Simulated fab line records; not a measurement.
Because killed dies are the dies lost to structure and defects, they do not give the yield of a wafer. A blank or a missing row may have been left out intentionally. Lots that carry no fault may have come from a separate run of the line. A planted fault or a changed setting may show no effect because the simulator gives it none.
Comparing a struck lot with a sound one ; flow rit cmos ; 27 out of 202 route steps
Sound: these wafers, L993.2, L993.4, L993.5. Wafers struck: L979.1, L979.4, L979.6. At the end, the cause is stated.
Per side, at each step with rows, come the tool, then ch with its chambers, and then its first start. Under that, the readings that differ: sound wafers ; struck wafers ; difference of the means ; sigmas: that difference in standard deviations of wafers without a fault.
alike: words and numbers the same on both sides, and readings whose means are apart by under 2 such deviations; not compared: readings that were withheld, readings missing a value for some wafer, numbers with overlapping values and no deviation given by the record, and bounds like >300 which may hide the same value.
The two part at a step that has a row with sigmas, a row that says differs or no value, or rows on one side only. Numbers that don't overlap but have no deviation are shown without sigmas and don't part them. A reading that every wafer of one side lacks parts them only if that side has two wafers or more.

first, 4 steps without rows for these wafers: RIT_CONTACT_SOFTBAKE_04 (time 60 s); RIT_CONTACT_EXPOSE_05 (exposes mask M11, target cd 1000 nm); RIT_CONTACT_PEB_06; RIT_CONTACT_DEVELOP_07 (develop time 120 s).
RIT_CONTACT_CD_MEAS_08: target cd 1000 nm.
  sound on cd sem-02 at day 7 19:16; struck on cd sem-01 at day 4 23:22
  alike: cd nm
RIT_CONTACT_OVL_MEAS_09:
  sound on overlay-02 at day 7 19:23; struck on overlay-01 at day 4 23:29
  alike: CONTACT_OVL
then, 1 step without rows for these wafers: RIT_CONTACT_HARDBAKE_10 (time 60 s).
RIT_CONTACT_ETCH_11: etches SiO2 in CHF3/CF4/Ar, stops on TiSi2, target depth 480 nm, time 320 s.
  sound on rie diel-04 ch 0,2,3, day 7 19:34; struck on rie diel-03 ch 1,2, day 4 23:41
  alike: cf4 flow sccm, drypump motor current A, oes product au, throttle valve pct
  not compared: rf hours counter h
RIT_CONTACT_STRIP_12: strips in O2, time 180 s.
  sound on plasma asher-02 ch 0,1, day 7 19:45; struck on plasma asher-02 ch 0,1, day 4 23:52
  alike: drypump motor current A
  not compared: rf hours counter h
RIT_CONTACT_CD_MEAS_90: target cd 1000 nm.
  sound on cd sem-01 at day 7 19:57; struck on cd sem-02 at day 5 00:03
  alike: cd nm
then, 2 steps without rows for these wafers: RIT_CONTACT_CLEAN_13 (cleans in SC1, time 600 s); RIT_CONTACT_CLEAN_14 (cleans in SC2, time 600 s).
RIT_M1_SPUTTER_00: material Al, target thk 400 nm, time 500 s.
  sound on pvd sputter-01 at day 7 20:24; struck on pvd sputter-02 at day 5 01:02
  alike: throttle valve pct
RIT_M1_RS_MEAS_01: measures by four-point-probe.
  sound on film metro-02 at day 7 20:43; struck on film metro-02 at day 5 01:24
reading;sound;struck;difference;sigmas
M1_AL_RS (ohm/sq);0.0731 0.0734 0.0737;0.0366 0.0364 0.0365;-0.0369;-66
RIT_M1_THK_MEAS_02: measures by xrf.
  sound on film metro-02 at day 7 20:49; struck on film metro-02 at day 5 01:31
reading;sound;struck;difference;sigmas
M1_AL_THK (nm);410 412 406;823 827 823;+415;+99 or more
then, 6 steps without rows for these wafers: RIT_M1_HMDS_03 (prime time 60 s); RIT_M1_COAT_04 (resist thk 1300 nm); RIT_M1_SOFTBAKE_05 (time 60 s); RIT_M1_EXPOSE_06 (exposes mask M12, target cd 2600 nm); RIT_M1_PEB_07; RIT_M1_DEVELOP_08 (develop time 68 s).
RIT_M1_CD_MEAS_09: target cd 2600 nm.
  sound on cd sem-01 at day 7 21:48; struck on cd sem-01 at day 5 02:38
  alike: cd nm
RIT_M1_OVL_MEAS_10:
  sound on overlay-01 at day 7 21:55; struck on overlay-02 at day 5 02:45
  alike: M1_OVL
then, 1 step without rows for these wafers: RIT_M1_HARDBAKE_11 (time 120 s).
RIT_M1_METAL_ETCH_12: etches Al in Cl2/BCl3, stops on SiO2, time 165 s, target depth 600 nm.
  sound on rie metal-02 ch 0,1, day 7 22:11; struck on rie metal-02 ch 0, day 5 03:21
reading;sound;struck;difference;sigmas
oes product au (a.u.);0.753 0.802 0.754;1.031 1.019 1.020;+0.254;+16
model.etch.depth nm (nm);401.3 400 399.1;599 592.3 594.5;+195;
model.M1.feature depth nm (nm);434.2 432.1 432;599 592.3 594.5;+162;
  alike: drypump motor current A, throttle valve pct
  not compared: rf hours counter h
then, 1 step without rows for these wafers: RIT_M1_STRIP_13 (strips in nmp, time 600 s).
RIT_M1_PROBE_99:
  sound on prober-01 at day 8 00:29; struck on prober-01 at day 5 05:50
reading;sound;struck;difference;sigmas
defect limited yield (%);96.2 95.5 98.1;0 0 0;-97;-88
killed_at_M0_to_M3;0 0 0;259 258 255;+257;+99 or more
killed at contacts;0 0 0;0 2 0;+1;+2
killed dies;10 12 5;264 264 264;+255;+85
killed on rim;6 5 2;70 70 70;+66;+55
sort_bin_5_function (%);2.3 2.3 1.5;99.2 99.6 98.9;+97.2;+99 or more
sort n pass;254 252 259;0 0 0;-255;-85
sort yield pct (%);96.2 95.5 98.1;0 0 0;-97;-88
  alike: killed at front end, killed open, killed short, sort_bin_3_pad_short, sort_bin_6_memory

== WHERE THEY PART ==
First at RIT_M1_RS_MEAS_01; last, within this record, at RIT_M1_PROBE_99.

WHY: what the simulator had put in
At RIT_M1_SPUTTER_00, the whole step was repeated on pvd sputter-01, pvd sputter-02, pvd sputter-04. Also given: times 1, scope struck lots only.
